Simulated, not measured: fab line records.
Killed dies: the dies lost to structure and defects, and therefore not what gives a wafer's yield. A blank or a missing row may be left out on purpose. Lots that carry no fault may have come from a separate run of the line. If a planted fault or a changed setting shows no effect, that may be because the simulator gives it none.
Split-lot trial || flow berkeley_cmos170 || 5 lots, 23 wafers read, on a route of 331 steps

ON THE SPLIT
At UCB170_WELLDRIVE_OXIDATION_01 (target thk 199 nm, ox time 9000 s), the setting ox_time_s was moved away from the recipe's 9000 s on 20 of the 23 wafers read, by +5.3% to +15.0%. For the rest of the wafers, this setting stayed at what the recipe calls for.

There is no step in the file separating the split from the reading.

THE READING
WELLDRIVE_OXIDE_THK in nanometres, read at UCB170_WELLDRIVE_THK_MEAS_02. On this fab line, fault-free wafers typically give 198 nm with a standard deviation of 3.4 nm.

{"wafer": "L074.1", "tool, chamber at the split": "-, -", "ox_time_s as run, s": 9629, "against the recipe": "+7.0%", "WELLDRIVE_OXIDE_THK, nm": 204, "against lot-mates on the recipe": "no lot-mate on the recipe"}
{"wafer": "L074.2", "tool, chamber at the split": "-, -", "ox_time_s as run, s": 9629, "against the recipe": "+7.0%", "WELLDRIVE_OXIDE_THK, nm": 205, "against lot-mates on the recipe": "no lot-mate on the recipe"}
{"wafer": "L074.3", "tool, chamber at the split": "-, -", "ox_time_s as run, s": 9629, "against the recipe": "+7.0%", "WELLDRIVE_OXIDE_THK, nm": 206, "against lot-mates on the recipe": "no lot-mate on the recipe"}
{"wafer": "L074.4", "tool, chamber at the split": "-, -", "ox_time_s as run, s": 9629, "against the recipe": "+7.0%", "WELLDRIVE_OXIDE_THK, nm": 206, "against lot-mates on the recipe": "no lot-mate on the recipe"}
{"wafer": "L074.6", "tool, chamber at the split": "-, -", "ox_time_s as run, s": 9629, "against the recipe": "+7.0%", "WELLDRIVE_OXIDE_THK, nm": 205, "against lot-mates on the recipe": "no lot-mate on the recipe"}
{"wafer": "L075.1", "tool, chamber at the split": "-, -", "ox_time_s as run, s": 10350, "against the recipe": "+15.0%", "WELLDRIVE_OXIDE_THK, nm": 218, "against lot-mates on the recipe": "no lot-mate on the recipe"}
{"wafer": "L075.3", "tool, chamber at the split": "-, -", "ox_time_s as run, s": 10350, "against the recipe": "+15.0%", "WELLDRIVE_OXIDE_THK, nm": 220, "against lot-mates on the recipe": "no lot-mate on the recipe"}
{"wafer": "L075.4", "tool, chamber at the split": "-, -", "ox_time_s as run, s": 10350, "against the recipe": "+15.0%", "WELLDRIVE_OXIDE_THK, nm": 216, "against lot-mates on the recipe": "no lot-mate on the recipe"}
{"wafer": "L075.5", "tool, chamber at the split": "-, -", "ox_time_s as run, s": 10350, "against the recipe": "+15.0%", "WELLDRIVE_OXIDE_THK, nm": 217, "against lot-mates on the recipe": "no lot-mate on the recipe"}
{"wafer": "L075.6", "tool, chamber at the split": "-, -", "ox_time_s as run, s": 10350, "against the recipe": "+15.0%", "WELLDRIVE_OXIDE_THK, nm": 222, "against lot-mates on the recipe": "no lot-mate on the recipe"}
{"wafer": "L077.1", "tool, chamber at the split": "-, -", "ox_time_s as run, s": 9620, "against the recipe": "+6.9%", "WELLDRIVE_OXIDE_THK, nm": 210, "against lot-mates on the recipe": "no lot-mate on the recipe"}
{"wafer": "L077.2", "tool, chamber at the split": "-, -", "ox_time_s as run, s": 9620, "against the recipe": "+6.9%", "WELLDRIVE_OXIDE_THK, nm": 208, "against lot-mates on the recipe": "no lot-mate on the recipe"}
{"wafer": "L077.3", "tool, chamber at the split": "-, -", "ox_time_s as run, s": 9620, "against the recipe": "+6.9%", "WELLDRIVE_OXIDE_THK, nm": 207, "against lot-mates on the recipe": "no lot-mate on the recipe"}
{"wafer": "L077.4", "tool, chamber at the split": "-, -", "ox_time_s as run, s": 9620, "against the recipe": "+6.9%", "WELLDRIVE_OXIDE_THK, nm": 207, "against lot-mates on the recipe": "no lot-mate on the recipe"}
{"wafer": "L077.6", "tool, chamber at the split": "-, -", "ox_time_s as run, s": 9620, "against the recipe": "+6.9%", "WELLDRIVE_OXIDE_THK, nm": 210, "against lot-mates on the recipe": "no lot-mate on the recipe"}
{"wafer": "L079.2", "tool, chamber at the split": "-, -", "ox_time_s as run, s": 9474, "against the recipe": "+5.3%", "WELLDRIVE_OXIDE_THK, nm": 208, "against lot-mates on the recipe": "no lot-mate on the recipe"}
{"wafer": "L079.3", "tool, chamber at the split": "-, -", "ox_time_s as run, s": 9474, "against the recipe": "+5.3%", "WELLDRIVE_OXIDE_THK, nm": 204, "against lot-mates on the recipe": "no lot-mate on the recipe"}
{"wafer": "L079.4", "tool, chamber at the split": "-, -", "ox_time_s as run, s": 9474, "against the recipe": "+5.3%", "WELLDRIVE_OXIDE_THK, nm": 206, "against lot-mates on the recipe": "no lot-mate on the recipe"}
{"wafer": "L079.5", "tool, chamber at the split": "-, -", "ox_time_s as run, s": 9474, "against the recipe": "+5.3%", "WELLDRIVE_OXIDE_THK, nm": 206, "against lot-mates on the recipe": "no lot-mate on the recipe"}
{"wafer": "L079.6", "tool, chamber at the split": "-, -", "ox_time_s as run, s": 9474, "against the recipe": "+5.3%", "WELLDRIVE_OXIDE_THK, nm": 204, "against lot-mates on the recipe": "no lot-mate on the recipe"}
{"wafer": "L081.3", "tool, chamber at the split": "furnace-04, 0", "ox_time_s as run, s": 9000, "against the recipe": "recipe", "WELLDRIVE_OXIDE_THK, nm": 196, "against lot-mates on the recipe": "-"}
{"wafer": "L081.4", "tool, chamber at the split": "furnace-04, 0", "ox_time_s as run, s": 9000, "against the recipe": "recipe", "WELLDRIVE_OXIDE_THK, nm": 198, "against lot-mates on the recipe": "-"}
{"wafer": "L081.6", "tool, chamber at the split": "furnace-04, 0", "ox_time_s as run, s": 9000, "against the recipe": "recipe", "WELLDRIVE_OXIDE_THK, nm": 197, "against lot-mates on the recipe": "-"}

THE FIT
A straight line over all 23 wafers: WELLDRIVE_OXIDE_THK changes by +1.42 nm for each +1% of ox_time_s; r = +0.96; the points scatter about the line by 2 nm.
Too few moved wafers with a lot-mate on the recipe to fit a line net of each lot's own level.

THE WHOLE CHAIN: every reading that the file lists as answering this split, in the file's order
{"step": "UCB170_WELLDRIVE_OXIDATION_01", "what it does": "target thk 199 nm, ox time 9000 s", "reading": "SiO2_of_WELLDRIVE_OXIDATION_01.thk_nm (the simulator's own value, which no gauge read)", "change (the file's fit)": "+1.44 nm for each +1% of the setting", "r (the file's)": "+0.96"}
{"step": "UCB170_WELLDRIVE_THK_MEAS_02", "what it does": "", "reading": "WELLDRIVE_OXIDE_THK", "change (the file's fit)": "+1.44 for each +1% of the setting", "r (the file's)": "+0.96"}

FILE'S OWN FIT
WELLDRIVE_OXIDE_THK changes by +1.44 nm for each +1% of ox_time_s, r = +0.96.
